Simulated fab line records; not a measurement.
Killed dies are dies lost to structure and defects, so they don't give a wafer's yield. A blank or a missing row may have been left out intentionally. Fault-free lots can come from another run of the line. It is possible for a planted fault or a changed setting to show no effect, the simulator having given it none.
fab line records    flow rit_cmos
record lots=15  wafers=45  last_day=7
route steps=202 shown PWELL@45 REOX@101 PLDD@124 NSD@140 M1@202
lots untouched by any fault: they come from a run of this same line in which no faults occurred
start_h: hours from the record's opening day to when the first of the lot's shown wafers began    wait_h: hours elapsed since this lot's preceding step    " identical to the entry in the row above    L1.1+2: a single row standing in for several wafers    - no value, or no start given    * or withheld: withheld    < > ~ a bound
route shown NAME@n: a module of which the file shows steps, and the number in the route of the first    usual: average and standard deviation across the fault-free wafers    same: alike in all rows    chamber/n: place in a boat    sites: each site's reading    _std_site: standard deviation of those values    _edge_site: outer sites' mean less inner sites'    radius_mm: for every site, how far away it sits from the centre of the wafer    mask NAME#n: copy n    behind: tool/chamber where the wafer was last shaped    hold: the reason the lot was held/the length of the hold in hours/how it ended    device: the n, p or np transistor that did not switch    end of line: tests of these same wafers at the route's end    a step without rows: its recipe alone    killed: count of dies lost to structure and defects at first sort (not the wafer's yield)    map: per-die view of a wafer (x killed, . not killed, _ where there is no die)
set.NAME: the setting that was run; set.NAME@STEP: the one run at that earlier step    model.NAME: the simulator's own value behind a step, which no gauge read
the route's steps for a sample of lots (tables are steps, rows are wafers)
services: a tool's chamber out of use, with start hour (start_h, from the record's first day; less than 0 if before it), hours out, and reason
## steps
# step RIT_PWELL_OVL_MEAS_06
# usual PWELL_OVL=-0.1/1.6
lot.wafer  tool        chamber  start_h  wait_h  PWELL_OVL[nm]
L574.1     overlay-01  -        21.99    -       -0.4
L574.3     "           -        "        "       -1.3
L574.4     "           -        "        "       0.2
L575.2     overlay-02  -        29.07    -       -2.1
L575.4     "           -        "        "       -0.2
L575.5     "           -        "        "       -1.0
L576.1     overlay-01  -        34.49    -       -0.3
L576.3     "           -        "        "       1.3
L576.6     "           -        "        "       0.9
L577.3     overlay-01  -        38.87    -       0.4
L577.4     "           -        "        "       0.9
L577.6     "           -        "        "       -0.6
L578.1     overlay-01  -        44.97    -       -1.3
L578.4     "           -        "        "       -2.3
L578.5     "           -        "        "       0.1
L579.2     overlay-01  -        49.14    -       0.3
L579.3     "           -        "        "       1.8
L579.5     "           -        "        "       0.4
L581.2     overlay-01  -        59.38    -       1.0
L581.5     "           -        "        "       0.7
L581.6     "           -        "        "       1.8
L582.4     overlay-02  -        64.25    -       -2.0
L582.5     "           -        "        "       -1.6
L582.6     "           -        "        "       -2.5
L583.1     overlay-02  -        69.09    -       0.8
L583.2     "           -        "        "       0.8
L583.4     "           -        "        "       -0.2
L584.2     overlay-01  -        73.58    -       1.3
L584.3     "           -        "        "       1.6
L584.4     "           -        "        "       1.5
L587.2     overlay-01  -        89.82    -       0.2
L587.3     "           -        "        "       0.3
L587.4     "           -        "        "       0.0
L588.1     overlay-01  -        93.05    -       1.1
L588.4     "           -        "        "       1.5
L588.6     "           -        "        "       -0.1
L589.1     overlay-02  -        99.24    -       0.1
L589.3     "           -        "        "       2.4
L589.5     "           -        "        "       1.8
L590.1     overlay-02  -        104.07   -       -0.6
L590.4     "           -        "        "       0.8
L590.5     "           -        "        "       -2.2
L594.1     overlay-01  -        124.61   -       -0.4
L594.2     "           -        "        "       0.3
L594.5     "           -        "        "       -0.3
# step RIT_REOX_OXIDATION_03
# recipe temp_c=900  ambient=O2  target_thk_a=252  ox_time_s=5580
# usual spike_tc_centre_C=903.2/0.96  spike_tc_load_C=924.9/1.5  spike_tc_source_C=922.5/2.5
lot.wafer  tool        chamber  start_h  wait_h  spike_tc_centre_C  spike_tc_load_C  spike_tc_source_C
L574.1     furnace-03  0        40.08    0.9     903.1              925.4            925.1
L574.3     "           0        "        "       903.5              926.0            924.9
L574.4     "           0        "        "       903.7              926.4            926.7
L575.2     furnace-03  0        46.11    0.1     903.1              924.9            926.2
L575.4     "           0        "        "       903.2              926.5            923.8
L575.5     "           0        "        "       903.4              925.9            925.1
L576.1     furnace-03  0        50.29    0.3     904.4              926.9            925.5
L576.3     "           0        "        "       902.6              925.0            924.9
L576.6     "           0        "        "       901.1              924.7            924.5
L577.3     furnace-03  0        57.95    0.0     904.2              926.6            925.3
L577.4     "           0        "        "       903.5              925.3            925.9
L577.6     "           0        "        "       901.9              925.4            924.9
L578.1     furnace-01  0        60.73    0.5     904.0              925.8            920.3
L578.4     "           0        "        "       904.1              925.1            920.2
L578.5     "           0        "        "       903.6              926.5            920.9
L579.2     furnace-01  0        64.45    0.5     904.2              924.4            919.5
L579.3     "           0        "        "       903.0              924.3            920.2
L579.5     "           0        "        "       904.6              925.8            921.0
L581.2     furnace-01  0        78.74    1.5     904.5              925.5            922.1
L581.5     "           0        "        "       901.8              926.6            922.6
L581.6     "           0        "        "       904.6              925.6            921.3
L582.4     furnace-03  0        81.51    0.0     904.6              925.8            925.8
L582.5     "           0        "        "       903.9              926.0            925.9
L582.6     "           0        "        "       903.0              925.3            924.2
L583.1     furnace-04  0        87.58    1.0     904.3              923.3            918.8
L583.2     "           0        "        "       903.7              922.3            922.5
L583.4     "           0        "        "       902.6              923.6            921.1
L584.2     furnace-03  0        90.65    0.2     903.6              925.1            923.6
L584.3     "           0        "        "       903.9              927.7            926.1
L584.4     "           0        "        "       902.2              926.1            926.4
L587.2     furnace-04  0        106.68   1.4     913.5              934.0            930.5
L587.3     "           0        "        "       912.6              934.7            929.7
L587.4     "           0        "        "       912.5              932.7            930.0
L588.1     furnace-03  0        113.45   0.0     903.3              925.8            925.6
L588.4     "           0        "        "       903.5              927.1            924.5
L588.6     "           0        "        "       901.8              924.7            925.0
L589.1     furnace-04  0        115.90   0.8     914.8              933.2            928.6
L589.3     "           0        "        "       912.3              933.9            928.6
L589.5     "           0        "        "       912.7              934.7            929.4
L590.1     furnace-04  0        123.72   1.8     912.0              930.9            929.9
L590.4     "           0        "        "       914.5              933.8            930.0
L590.5     "           0        "        "       913.1              932.1            930.6
L594.1     furnace-01  0        143.64   0.0     902.2              924.5            922.0
L594.2     "           0        "        "       904.4              925.7            918.7
L594.5     "           0        "        "       902.4              925.0            921.2
# step RIT_REOX_THK_MEAS_04
# recipe reads=SiO2_of_REOX_OXIDATION_03
# usual REOX_OXIDE_THK=25.3/0.44
lot.wafer  tool           chamber  start_h  wait_h  REOX_OXIDE_THK[nm]
L574.1     film_metro-02  -        42.63    0.0     25.4
L574.3     "              -        "        "       25.1
L574.4     "              -        "        "       25.5
L575.2     film_metro-02  -        48.67    0.0     24.8
L575.4     "              -        "        "       24.8
L575.5     "              -        "        "       24.8
L576.1     film_metro-04  -        52.84    0.0     25.2
L576.3     "              -        "        "       24.9
L576.6     "              -        "        "       25.1
L577.3     film_metro-01  -        60.52    0.0     25.0
L577.4     "              -        "        "       25.1
L577.6     "              -        "        "       25.0
L578.1     film_metro-02  -        63.28    0.0     24.0
L578.4     "              -        "        "       24.8
L578.5     "              -        "        "       24.2
L579.2     film_metro-02  -        67.01    0.0     25.5
L579.3     "              -        "        "       25.1
L579.5     "              -        "        "       25.7
L581.2     film_metro-02  -        81.30    0.0     25.4
L581.5     "              -        "        "       24.6
L581.6     "              -        "        "       24.8
L582.4     film_metro-04  -        84.09    0.0     25.3
L582.5     "              -        "        "       25.1
L582.6     "              -        "        "       25.2
L583.1     film_metro-02  -        90.13    0.0     24.7
L583.2     "              -        "        "       25.2
L583.4     "              -        "        "       25.2
L584.2     film_metro-02  -        93.21    0.0     25.3
L584.3     "              -        "        "       25.1
L584.4     "              -        "        "       25.5
L587.2     film_metro-02  -        109.24   0.0     28.2
L587.3     "              -        "        "       28.5
L587.4     "              -        "        "       28.4
L588.1     film_metro-04  -        116.00   0.0     26.3
L588.4     "              -        "        "       25.8
L588.6     "              -        "        "       25.9
L589.1     film_metro-01  -        118.45   0.0     27.8
L589.3     "              -        "        "       27.2
L589.5     "              -        "        "       27.5
L590.1     film_metro-01  -        126.27   0.0     27.4
L590.4     "              -        "        "       27.9
L590.5     "              -        "        "       27.7
L594.1     film_metro-02  -        146.19   0.0     25.9
L594.2     "              -        "        "       25.3
L594.5     "              -        "        "       25.3
# step RIT_PLDD_TW_MEAS_10
# usual PLDD_TW=2326/20
lot.wafer  tool           chamber  start_h  wait_h  PLDD_TW
L574.1     film_metro-01  -        45.78    0.1     2310
L574.3     "              -        "        "       2327
L574.4     "              -        "        "       2321
L575.2     film_metro-01  -        51.71    0.1     2318
L575.4     "              -        "        "       2319
L575.5     "              -        "        "       2311
L576.1     film_metro-04  -        56.05    0.1     2362
L576.3     "              -        "        "       2340
L576.6     "              -        "        "       2355
L577.3     film_metro-04  -        63.59    0.1     2359
L577.4     "              -        "        "       2350
L577.6     "              -        "        "       2344
L578.1     film_metro-01  -        66.25    0.1     2311
L578.4     "              -        "        "       2310
L578.5     "              -        "        "       2297
L579.2     film_metro-03  -        69.98    0.1     2347
L579.3     "              -        "        "       2335
L579.5     "              -        "        "       2354
L581.2     film_metro-01  -        84.44    0.1     2309
L581.5     "              -        "        "       2303
L581.6     "              -        "        "       2313
L582.4     film_metro-04  -        87.28    0.1     2336
L582.5     "              -        "        "       2361
L582.6     "              -        "        "       2367
L583.1     film_metro-01  -        93.36    0.1     2321
L583.2     "              -        "        "       2320
L583.4     "              -        "        "       2316
L584.2     film_metro-01  -        96.05    0.1     2303
L584.3     "              -        "        "       2323
L584.4     "              -        "        "       2299
L587.2     film_metro-01  -        112.21   0.1     2312
L587.3     "              -        "        "       2304
L587.4     "              -        "        "       2314
L588.1     film_metro-03  -        118.91   0.1     2344
L588.4     "              -        "        "       2355
L588.6     "              -        "        "       2345
L589.1     film_metro-04  -        121.47   0.1     2352
L589.3     "              -        "        "       2351
L589.5     "              -        "        "       2350
L590.1     film_metro-01  -        129.36   0.1     2304
L590.4     "              -        "        "       2308
L590.5     "              -        "        "       2308
L594.1     film_metro-01  -        149.28   0.1     2301
L594.2     "              -        "        "       2302
L594.5     "              -        "        "       2312
# step RIT_NSD_STRIP_09
# recipe chemistry=O2  time_s=180  resist=NOVOLAK  platen_temp_c=withheld  power_w=500  pressure_mtorr=4000  o2_flow_sccm=4000
# usual drypump_motor_current_A=5.9/0.35  o2_flow_sccm=3999/12
lot.wafer  tool             chamber  start_h  wait_h  drypump_motor_current_A  o2_flow_sccm  rf_hours_counter_h
L574.1     plasma_asher-01  1        49.79    0.1     6.4                      4001          38
L574.3     "                0        "        "       5.8                      4017          -
L574.4     "                1        "        "       6.4                      4005          -
L575.2     plasma_asher-01  0        55.45    0.1     5.8                      3989          38
L575.4     "                1        "        "       6.4                      3990          -
L575.5     "                0        "        "       5.8                      4005          -
L576.1     plasma_asher-01  1        59.91    0.1     6.4                      3985          39
L576.3     "                0        "        "       5.8                      3991          -
L576.6     "                0        "        "       5.8                      4007          -
L577.3     plasma_asher-02  0        67.40    0.1     5.7                      4029          -
L577.4     "                1        "        "       5.5                      3998          -
L577.6     "                1        "        "       5.5                      3979          -
L578.1     plasma_asher-02  1        69.99    0.1     5.5                      3973          30
L578.4     "                1        "        "       5.5                      3969          -
L578.5     "                0        "        "       5.6                      4007          -
L579.2     plasma_asher-01  0        73.83    0.1     5.8                      4003          40
L579.3     "                1        "        "       6.4                      3994          -
L579.5     "                0        "        "       5.8                      4021          -
L581.2     plasma_asher-02  0        88.18    0.1     5.6                      3993          31
L581.5     "                1        "        "       5.5                      3991          -
L581.6     "                0        "        "       5.6                      3992          -
L582.4     plasma_asher-01  0        91.67    0.1     5.8                      4001          -
L582.5     "                0        "        "       5.8                      3989          -
L582.6     "                1        "        "       6.4                      3991          -
L583.1     plasma_asher-02  1        97.23    0.1     5.5                      4020          32
L583.2     "                0        "        "       5.6                      3987          32
L583.4     "                0        "        "       5.7                      4003          -
L584.2     plasma_asher-02  1        99.93    0.1     5.5                      3972          33
L584.3     "                1        "        "       5.5                      3998          -
L584.4     "                0        "        "       5.6                      4004          -
L587.2     plasma_asher-02  1        116.30   0.1     5.5                      3997          34
L587.3     "                1        "        "       5.5                      3997          -
L587.4     "                0        "        "       5.7                      4014          -
L588.1     plasma_asher-02  0        123.30   0.1     5.6                      3992          35
L588.4     "                0        "        "       5.6                      3989          -
L588.6     "                0        "        "       5.7                      4011          -
L589.1     plasma_asher-02  1        126.29   0.1     5.5                      4007          36
L589.3     "                0        "        "       5.7                      3990          -
L589.5     "                0        "        "       5.6                      3988          -
L590.1     plasma_asher-01  1        133.25   0.1     6.4                      3991          47
L590.4     "                0        "        "       5.8                      3991          -
L590.5     "                0        "        "       5.8                      4005          -
L594.1     plasma_asher-01  0        153.18   0.1     5.7                      4000          49
L594.2     "                1        "        "       6.4                      3998          49
L594.5     "                1        "        "       6.4                      3991          -
# step RIT_M1_PROBE_99
# usual killed_at_contacts=0.1/0.25  killed_at_front_end=6.3/2.9  killed_dies=6.4/2.8  killed_open=3.3/2  killed_short=3.1/2
# same gross_dies=264  killed_at_M0_to_M3=0  killed_at_M4_up=0  killed_at_back_side=0  killed_at_other=0
lot.wafer  tool       chamber  start_h  wait_h  killed_at_contacts  killed_at_front_end  killed_dies  killed_open  killed_short
L574.1     prober-01  -        59.26    0.1     0                   8                    8            5            3
L574.3     prober-01  -        59.36    0.2     0                   12                   12           11           1
L574.4     prober-01  -        59.41    0.2     0                   10                   10           3            7
L575.2     prober-01  -        65.21    0.1     0                   3                    3            1            2
L575.4     prober-01  -        65.31    0.2     0                   6                    6            4            2
L575.5     prober-01  -        65.36    0.2     0                   7                    7            5            2
L576.1     prober-01  -        69.29    0.1     1                   3                    4            3            1
L576.3     prober-01  -        69.39    0.2     0                   9                    9            5            4
L576.6     prober-01  -        69.54    0.2     0                   6                    6            3            3
L577.3     prober-02  -        77.18    0.2     0                   7                    7            3            4
L577.4     prober-02  -        77.23    0.2     0                   4                    4            2            2
L577.6     prober-02  -        77.33    0.2     0                   7                    7            4            3
L578.1     prober-01  -        79.96    0.1     0                   4                    4            2            2
L578.4     prober-01  -        80.11    0.2     0                   3                    3            2            1
L578.5     prober-01  -        80.16    0.2     0                   3                    3            1            2
L579.2     prober-02  -        83.61    0.1     0                   9                    9            2            7
L579.3     prober-02  -        83.66    0.2     0                   6                    6            1            5
L579.5     prober-02  -        83.76    0.2     0                   4                    4            1            3
L581.2     prober-02  -        98.07    0.1     0                   5                    5            3            2
L581.5     prober-02  -        98.22    0.2     0                   9                    9            4            5
L581.6     prober-02  -        98.27    0.2     0                   5                    5            2            3
L582.4     prober-01  -        101.80   0.2     0                   6                    6            4            2
L582.5     prober-01  -        101.85   0.2     1                   12                   13           8            5
L582.6     prober-01  -        101.90   0.2     0                   11                   11           4            7
L583.1     prober-02  -        107.22   0.1     0                   5                    5            4            1
L583.2     prober-02  -        107.27   0.1     0                   5                    5            2            3
L583.4     prober-02  -        107.37   0.2     0                   4                    4            3            1
L584.2     prober-02  -        109.94   0.1     0                   1                    1            0            1
L584.3     prober-02  -        109.99   0.2     0                   6                    6            4            2
L584.4     prober-02  -        110.04   0.2     0                   11                   11           6            5
L587.2     prober-01  -        126.20   0.1     0                   7                    7            3            4
L587.3     prober-01  -        126.25   0.2     0                   1                    1            1            0
L587.4     prober-01  -        126.30   0.2     0                   7                    7            4            3
L588.1     prober-02  -        132.76   0.1     0                   10                   10           6            4
L588.4     prober-02  -        132.91   0.2     0                   10                   10           3            7
L588.6     prober-02  -        133.01   0.2     0                   4                    4            2            2
L589.1     prober-01  -        136.04   0.1     0                   2                    2            1            1
L589.3     prober-01  -        136.14   0.2     1                   2                    3            1            2
L589.5     prober-01  -        136.24   0.2     0                   3                    3            2            1
L590.1     prober-02  -        142.90   0.1     0                   3                    3            3            0
L590.4     prober-02  -        143.05   0.2     0                   7                    7            5            2
L590.5     prober-02  -        143.10   0.2     1                   3                    4            3            1
L594.1     prober-02  -        163.05   0.1     0                   5                    5            2            3
L594.2     prober-02  -        163.10   0.1     0                   6                    6            6            0
L594.5     prober-02  -        163.25   0.2     0                   3                    3            1            2
# killed by level:class
L574.1 REOX:geometric_particle:open=3 GATE:geometric_particle:open=2 REOX:geometric_particle:short=2 GATE:geometric_particle:short=1
L574.3 GATE:geometric_particle:open=7 SPACER:geometric_particle:open=2 FOX1:geometric_particle:open=1 FOX2:geometric_particle:open=1 REOX:geometric_particle:short=1
L574.4 REOX:geometric_particle:short=3 SPACER:geometric_particle:short=3 FOX1:geometric_particle:open=1 GATE:geometric_particle:open=1 SILICIDE:geometric_particle:short=1 SILICIDE:geometric_particle:open=1
L575.2 REOX:geometric_particle:open=1 REOX:geometric_particle:short=1 SPACER:geometric_particle:short=1
L575.4 GATE:geometric_particle:open=2 GATE:geometric_particle:short=1 REOX:geometric_particle:open=1 REOX:geometric_particle:short=1 SPACER:geometric_particle:open=1
L575.5 FOX2:geometric_particle:open=3 REOX:geometric_particle:open=2 FOX1:geometric_particle:short=1 GATE:geometric_particle:short=1
L576.1 GATE:geometric_particle:open=1 GATE:geometric_particle:short=1 REOX:geometric_particle:open=1 CONTACT:geometric_particle:open=1
L576.3 REOX:geometric_particle:open=4 FOX1:geometric_particle:short=2 REOX:geometric_particle:short=2 GATE:geometric_particle:open=1
L576.6 SILICIDE:geometric_particle:open=2 FOX1:geometric_particle:short=1 GATE:geometric_particle:open=1 REOX:geometric_particle:short=1 SPACER:geometric_particle:short=1
L577.3 SILICIDE:geometric_particle:short=2 FOX2:geometric_particle:open=1 GATE:geometric_particle:short=1 GATE:geometric_particle:open=1 REOX:geometric_particle:short=1 REOX:geometric_particle:open=1
L577.4 GATE:geometric_particle:open=2 GATE:geometric_particle:short=1 REOX:geometric_particle:short=1
L577.6 REOX:geometric_particle:open=3 REOX:geometric_particle:short=2 GATE:geometric_particle:open=1 GATE:geometric_particle:short=1
L578.1 GATE:geometric_particle:short=2 REOX:geometric_particle:open=2
L578.4 GATE:geometric_particle:open=2 GATE:geometric_particle:short=1
L578.5 FOX1:geometric_particle:short=1 FOX1:geometric_particle:open=1 SPACER:geometric_particle:short=1
L579.2 SPACER:geometric_particle:short=3 REOX:geometric_particle:short=2 FOX1:geometric_particle:short=1 GATE:geometric_particle:open=1 GATE:geometric_particle:short=1 SPACER:geometric_particle:open=1
L579.3 FOX1:geometric_particle:short=2 SILICIDE:geometric_particle:short=2 FOX1:geometric_particle:open=1 REOX:geometric_particle:short=1
L579.5 SPACER:geometric_particle:short=2 GATE:geometric_particle:short=1 SILICIDE:geometric_particle:open=1
L581.2 FOX1:geometric_particle:open=1 FOX1:geometric_particle:short=1 FOX2:geometric_particle:short=1 SPACER:geometric_particle:open=1 SILICIDE:geometric_particle:open=1
L581.5 FOX2:geometric_particle:short=2 FOX2:geometric_particle:open=2 FOX1:geometric_particle:short=1 GATE:geometric_particle:open=1 GATE:geometric_particle:short=1 REOX:geometric_particle:open=1 SILICIDE:geometric_particle:short=1
L581.6 FOX1:geometric_particle:short=2 SPACER:geometric_particle:open=1 SILICIDE:geometric_particle:short=1 SILICIDE:geometric_particle:open=1
L582.4 GATE:geometric_particle:short=2 GATE:geometric_particle:open=2 FOX1:geometric_particle:open=1 SPACER:geometric_particle:open=1
L582.5 GATE:geometric_particle:open=2 REOX:geometric_particle:open=2 FOX1:geometric_particle:short=1 FOX2:geometric_particle:open=1 FOX2:geometric_particle:short=1 GATE:geometric_particle:short=1 SPACER:geometric_particle:open=1 SPACER:geometric_particle:short=1
L582.6 FOX1:geometric_particle:short=3 FOX2:geometric_particle:short=3 GATE:geometric_particle:open=2 SPACER:geometric_particle:open=2 GATE:geometric_particle:short=1
L583.1 GATE:geometric_particle:open=3 FOX1:geometric_particle:short=1 REOX:geometric_particle:open=1
L583.2 FOX1:geometric_particle:short=2 FOX1:geometric_particle:open=1 GATE:geometric_particle:short=1 REOX:geometric_particle:open=1
L583.4 SPACER:geometric_particle:open=2 FOX1:geometric_particle:short=1 GATE:geometric_particle:open=1
L584.2 GATE:geometric_particle:short=1
L584.3 GATE:geometric_particle:open=3 GATE:geometric_particle:short=1 SPACER:geometric_particle:open=1 SPACER:geometric_particle:short=1
L584.4 FOX1:geometric_particle:open=2 SPACER:geometric_particle:short=2 SPACER:geometric_particle:open=2 ACTIVE:geometric_particle:open=1 GATE:geometric_particle:short=1 REOX:geometric_particle:short=1 SILICIDE:geometric_particle:open=1 SILICIDE:geometric_particle:short=1
L587.2 FOX1:geometric_particle:short=1 FOX1:geometric_particle:open=1 GATE:geometric_particle:open=1 GATE:geometric_particle:short=1 SPACER:geometric_particle:short=1 SILICIDE:geometric_particle:short=1 SILICIDE:geometric_particle:open=1
L587.3 SILICIDE:geometric_particle:open=1
L587.4 FOX1:geometric_particle:short=3 FOX1:geometric_particle:open=3 SILICIDE:geometric_particle:open=1
L588.1 FOX1:geometric_particle:short=2 SPACER:geometric_particle:open=2 ACTIVE:geometric_particle:short=1 FOX1:geometric_particle:open=1 FOX2:geometric_particle:open=1 GATE:geometric_particle:open=1 GATE:geometric_particle:short=1 REOX:geometric_particle:open=1
L588.4 GATE:geometric_particle:short=3 SPACER:geometric_particle:short=2 FOX1:geometric_particle:open=1 FOX2:geometric_particle:short=1 FOX2:geometric_particle:open=1 SPACER:geometric_particle:open=1 SILICIDE:geometric_particle:short=1
L588.6 GATE:geometric_particle:open=2 FOX1:geometric_particle:short=1 FOX2:geometric_particle:short=1
L589.1 GATE:geometric_particle:open=1 GATE:geometric_particle:short=1
L589.3 FOX2:geometric_particle:short=1 SPACER:geometric_particle:short=1 CONTACT:geometric_particle:open=1
L589.5 GATE:geometric_particle:open=2 GATE:geometric_particle:short=1
L590.1 GATE:geometric_particle:open=2 REOX:geometric_particle:open=1
L590.4 GATE:geometric_particle:open=2 FOX1:geometric_particle:open=1 FOX2:geometric_particle:open=1 GATE:geometric_particle:short=1 REOX:geometric_particle:short=1 SPACER:geometric_particle:open=1
L590.5 GATE:geometric_particle:open=2 GATE:geometric_particle:short=1 CONTACT:geometric_particle:open=1
L594.1 REOX:geometric_particle:short=3 GATE:geometric_particle:open=1 SPACER:geometric_particle:open=1
L594.2 REOX:geometric_particle:open=4 FOX1:geometric_particle:open=1 GATE:geometric_particle:open=1
L594.5 GATE:geometric_particle:open=1 GATE:geometric_particle:short=1 REOX:geometric_particle:short=1
## services
tool        chamber  start_h  hours  kind
furnace-01  -        67.00    3.4    pm
furnace-04  -        103.07   3.6    pm
furnace-01  -        121.14   2.8    pm
## key
first_sign step=RIT_REOX_OXIDATION_03  reading=spike_tc_centre_C  direction=up  sigmas=10  usual=903.2  struck=913.1
effect step=RIT_REOX_OXIDATION_03  reading=spike_tc_load_C  direction=up  sigmas=5.7  usual=924.9  struck=933.3
effect step=RIT_REOX_THK_MEAS_04  reading=REOX_OXIDE_THK  direction=up  sigmas=5.9  usual=25.3  struck=27.8
met_at RIT_REOX_OXIDATION_03
struck_lots L587,L589,L590
tester_left_out L587,L589,L590
not_acting_at RIT_PWELL_OVL_MEAS_06,RIT_PLDD_TW_MEAS_10,RIT_NSD_STRIP_09
onset_between 87.58 106.68
fault kind=process_parameter_drift  tool=furnace-04  chamber=-  onset_h=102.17  steps=RIT_REOX_OXIDATION_03  channel=temp_c  offset=*  shape=step  end_h=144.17  acts_in=*  stated=*
# tester_left_out: of these lots the tester's yield and bins aren't shown, on N5 and GAA mostly nor the transistor test; their killed dies are dies lost to structure and defects alone, not to doping, threshold or leakage, so they don't give the yield
